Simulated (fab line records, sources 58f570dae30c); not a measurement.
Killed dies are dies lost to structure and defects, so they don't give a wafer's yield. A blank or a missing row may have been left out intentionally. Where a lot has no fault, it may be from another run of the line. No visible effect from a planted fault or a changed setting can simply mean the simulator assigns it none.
Split-lot trial | flow berkeley cmos170 | 23 wafers read across 5 lots, on a route 331 steps long

THE SPLIT ITSELF
At UCB170_NSD_IMPLANT_08, the setting energy kev was moved away from the recipe's 40 on 8 of the 23 wafers read, by -5.4% to +4.1%. The other wafers ran this setting at the recipe's value.

FROM THE SPLIT TO THE READING: what the file shows between them, 7 steps
- UCB170_NSD_STRIP_09: strips in O2 (also split here: power w)
- UCB170_NSD_TW_MEAS_10
- UCB170_NSD_CLEAN_11: cleans in SPM, time 600 s
- UCB170_BACKSIDE_HMDS_00: prime time 60 s
- UCB170_SDANNEAL_RTA_00: time 10 s
- UCB170_SDANNEAL_RTA_01: time 5 s
- UCB170_SDANNEAL_RS_MEAS_02: measures by four-point-probe

THE READING
At UCB170_SDANNEAL_RS_MEAS_03, a four-point-probe measurement gives NSD_RS in ohm/sq. On this fab line, fault-free wafers typically give 37.29 ohm/sq with a standard deviation of 0.085 ohm/sq.

wafer  | tool, chamber at the split | energy kev as run | against the recipe | NSD_RS, ohm/sq | against lot-mates on the recipe
L074.3 | implanter-01, 0            | 40                | recipe             | 37.37          | -
L074.4 | implanter-01, 0            | 40                | recipe             | 37.44          | -
L074.6 | implanter-01, 0            | 40                | recipe             | 37.44          | -
L076.1 | implanter-02, 0            | 37.82             | -5.4%              | 38.00          | +0.66
L076.2 | implanter-02, 0            | 40                | recipe             | 37.33          | -
L076.4 | implanter-02, 0            | 40                | recipe             | 37.37          | -
L076.5 | implanter-02, 0            | 40                | recipe             | 37.33          | -
L076.6 | implanter-02, 0            | 37.82             | -5.4%              | 38.04          | +0.70
L080.1 | implanter-02, 0            | 40                | recipe             | 37.25          | -
L080.2 | implanter-02, 0            | 40                | recipe             | 37.34          | -
L080.4 | implanter-02, 0            | 41.65             | +4.1%              | 36.77          | -0.52
L080.5 | implanter-02, 0            | 40                | recipe             | 37.29          | -
L080.6 | implanter-02, 0            | 41.65             | +4.1%              | 36.90          | -0.39
L082.1 | implanter-04, 0            | 40                | recipe             | 37.18          | -
L082.3 | implanter-04, 0            | 38.89             | -2.8%              | 37.61          | +0.41
L082.4 | implanter-04, 0            | 38.89             | -2.8%              | 37.67          | +0.47
L082.5 | implanter-04, 0            | 40                | recipe             | 37.14          | -
L082.6 | implanter-04, 0            | 40                | recipe             | 37.27          | -
L081.2 | implanter-02, 0            | 40                | recipe             | 37.31          | -
L081.3 | implanter-02, 0            | 41.25             | +3.1%              | 36.95          | -0.31
L081.4 | implanter-02, 0            | 40                | recipe             | 37.19          | -
L081.5 | implanter-02, 0            | 41.25             | +3.1%              | 36.90          | -0.36
L081.6 | implanter-02, 0            | 40                | recipe             | 37.29          | -

THE FIT
A straight line over all 23 wafers: NSD_RS changes by -0.124 ohm/sq for each +1% of energy kev; r = -0.97; the points scatter about the line by 0.078 ohm/sq.
The same after taking each lot's own level away (the mean of its wafers on the recipe; 23 wafers): -0.122 ohm/sq for each +1%; r = -0.98; scatter 0.054 ohm/sq.
That fit puts the effect of the largest move of energy kev on the reading at 0.67 ohm/sq.
The span of the lots' own levels, 37.197 to 37.417 ohm/sq, comes to 2.6 times the standard deviation stated above.
Consequently the slope shifts little with the lot-to-lot level, the two slopes agreeing.
Check: with one of the wafers moved furthest among these (-5.4%) left out of the fit, the line predicts +0.694 ohm/sq for it against its lot-mates. It came out at +0.657 ohm/sq against them.

FURTHER SPLITS ON THESE WAFERS
Before the reading, these wafers also passed through other splits. Each is held against what the fit with the lots' levels taken away leaves over:
other split on the same wafers        | wafers away from the commonest value | r with NSD_RS (lot level and that fit taken away)
UCB170_START_OXIDATION_02 temp c      | 10                                   | -0.06
UCB170_NWELL_OXIDATION_01 ox time s   | 18                                   | -0.22
UCB170_PWELL_CVD_05 sih2cl2 flow sccm | 15                                   | -0.11
UCB170_NLDD_IMPLANT_09 dose cm2       | 10                                   | +0.00
UCB170_PSD_IMPLANT_08 dose cm2        | 4                                    | +0.29
UCB170_NSD_EXPOSE_03 dose mj          | 10                                   | -0.05
UCB170_NSD_STRIP_09 power w           | 6                                    | -0.12

THE WHOLE CHAIN: every reading that the file lists as answering this split, in the file's order
step                       | what it does                 | reading                                                         | change (the file's fit)              | r (the file's)
UCB170_NSD_IMPLANT_08      |                              | implant.rp nm (the simulator's own value, which no gauge read)  | +0.47 nm for each +1% of the setting | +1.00
UCB170_NSD_IMPLANT_08      |                              | implant.drp nm (the simulator's own value, which no gauge read) | +0.18 nm for each +1% of the setting | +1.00
UCB170_NSD_TW_MEAS_10      |                              | NSD_TW                                                          | +12 for each +1% of the setting      | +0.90
UCB170_SDANNEAL_RS_MEAS_03 | measures by four-point-probe | NSD_RS                                                          | -0.123 for each +1% of the setting   | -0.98

FILE'S OWN FIT
NSD_RS changes by -0.123 ohm/sq for each +1% of energy kev, r = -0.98.
